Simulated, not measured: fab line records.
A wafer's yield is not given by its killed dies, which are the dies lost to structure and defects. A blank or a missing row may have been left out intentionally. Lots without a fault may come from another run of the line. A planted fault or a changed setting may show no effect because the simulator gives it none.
Which tool did it? + flow ritCmos + 14 lots, 42 wafers sampled, at 2 steps of a route of 202

## WHAT EACH GAUGE READ, for each wafer
Not one reading of a measure or inspect step in the record can be checked against a usual standard deviation.

## WHAT TOOL EACH LOT RAN ON (gives the tool, then ch and the chambers of the sampled wafers, and finally the start)
| lot  | RIT_GATE_OXIDATION_05        | RIT_M1_PROBE_99        |
|------|------------------------------|------------------------|
| L753 | furnace-03 ch 0, day 2 09:59 | -                      |
| L754 | furnace-03 ch 0, day 2 14:50 | -                      |
| L755 | furnace-04 ch 0, day 2 20:17 | -                      |
| L756 | furnace-04 ch 0, day 3 00:19 | -                      |
| L757 | furnace-04 ch 0, day 3 09:00 | -                      |
| L759 | furnace-01 ch 0, day 3 15:49 | -                      |
| L760 | furnace-01 ch 0, day 3 20:55 | -                      |
| L762 | furnace-04 ch 0, day 4 10:37 | -                      |
| L767 | furnace-04 ch 0, day 5 11:11 | -                      |
| L771 | furnace-03 ch 0, day 6 03:40 | -                      |
| L770 | furnace-04 ch 0, day 6 10:02 | -                      |
| L774 | furnace-03 ch 0, day 6 23:44 | -                      |
| L775 | furnace-03 ch 0, day 7 06:56 | -                      |
| L776 | furnace-03 ch 0, day 7 08:01 | prober-02, day 8 12:31 |
- RIT_GATE_OXIDATION_05: target thk 3 nm, ox time 270 s.
- RIT_M1_PROBE_99

## AS READ BY THE TOOLS THEMSELVES (means over the sampled wafers that have a number; for cases with no such wafer, the mark the record gives instead)
RIT_GATE_OXIDATION_05.
| lot  | tool       | spikeTcCentreC (C) | spikeTcSourceC (C) | tubeCenterTempC (C) | tube_center_temp_C_max |
|------|------------|--------------------|--------------------|---------------------|------------------------|
| L753 | furnace-03 | 903.3              | 922.6              | 900                 | 902.3                  |
| L754 | furnace-03 | 903.5              | 924.5              | 900                 | 902.1                  |
| L755 | furnace-04 | 900.6              | 920.7              | 900                 | 902.5                  |
| L756 | furnace-04 | 900.5              | 920.1              | 900                 | 902.2                  |
| L757 | furnace-04 | 900.8              | 919.9              | 900                 | 902.4                  |
| L759 | furnace-01 | 900.7              | 924.1              | 900                 | 902.3                  |
| L760 | furnace-01 | 902.1              | 923.3              | 900                 | 902.2                  |
| L762 | furnace-04 | 900.1              | 919.5              | 900                 | 902.3                  |
| L767 | furnace-04 | 895.3              | 914.5              | 895                 | 897.7                  |
| L771 | furnace-03 | 902.9              | 924.4              | 900                 | 902.2                  |
| L770 | furnace-04 | 896.3              | 916.0              | 895                 | 897.2                  |
| L774 | furnace-03 | 904.1              | 924.0              | 900                 | 902.1                  |
| L775 | furnace-03 | 903.4              | 924.3              | 900                 | 902.8                  |
| L776 | furnace-03 | 903.3              | 924.0              | 900                 | 902.6                  |

RIT_M1_PROBE_99.
| lot  | tool      | killed_at_M0_to_M3 | killedAtContacts | killedAtFrontEnd | killedDies | killedOpen | killedShort |
|------|-----------|--------------------|------------------|------------------|------------|------------|-------------|
| L776 | prober-02 | 0.0                | 0.0              | 4                | 4          | 1.3        | 2.3         |

## THE ANSWER, worked out from the rows above alone
Rule: the lots themselves supply what counts as usual. Put in order of their means at a reading, lots are off if they are a third of the lots or fewer, leave a main group of 4 or more, and stand apart from it by a gap of 3 or more times the standard deviation of the main group's means; of several such gaps the widest counts. If all means in a main group match to the digits the tables above print for the reading, that group is not used. A lot without any number at a reading at which 4 lots or more have one is off too. Where the step has rows for the other lots, those lots are counted as sound. The gauges are gone through in route order, then the tools' own readings, and for those a lot's mean is taken as printed above. At the first step where some lot is off, the reading lying furthest off is the one used; lots without a number count as furthest.
Off: L767, L770, at RIT_GATE_OXIDATION_05 (tube_center_temp_C_max). The main group: mean 902.3, standard deviation 0.2.
A tool fits if, at that step or a process step before it, it ran every lot that is off, and no sound lot after the first of them. One fits: furnace-04 at RIT_GATE_OXIDATION_05. A fault onset in the window from L762 (day 4 10:37, its last sound lot) to L767 (day 5 11:11, its first lot off) fits.
The tool's own readings at RIT_GATE_OXIDATION_05 bear it out: on the lots that are off they differ by more than 5 times the standard deviation of the sound lots' means. tubeCenterTempC reads 895 C there against 900 C on the sound lots; tube_center_temp_C_max reads 897.5 there against 902.3 on the sound lots.

## WHAT THE SIMULATOR HAD PUT IN
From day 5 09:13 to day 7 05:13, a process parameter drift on furnace-04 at RIT_GATE_OXIDATION_05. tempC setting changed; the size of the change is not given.
Shown lots that were struck: L767, L770. Same finding as the rule above.
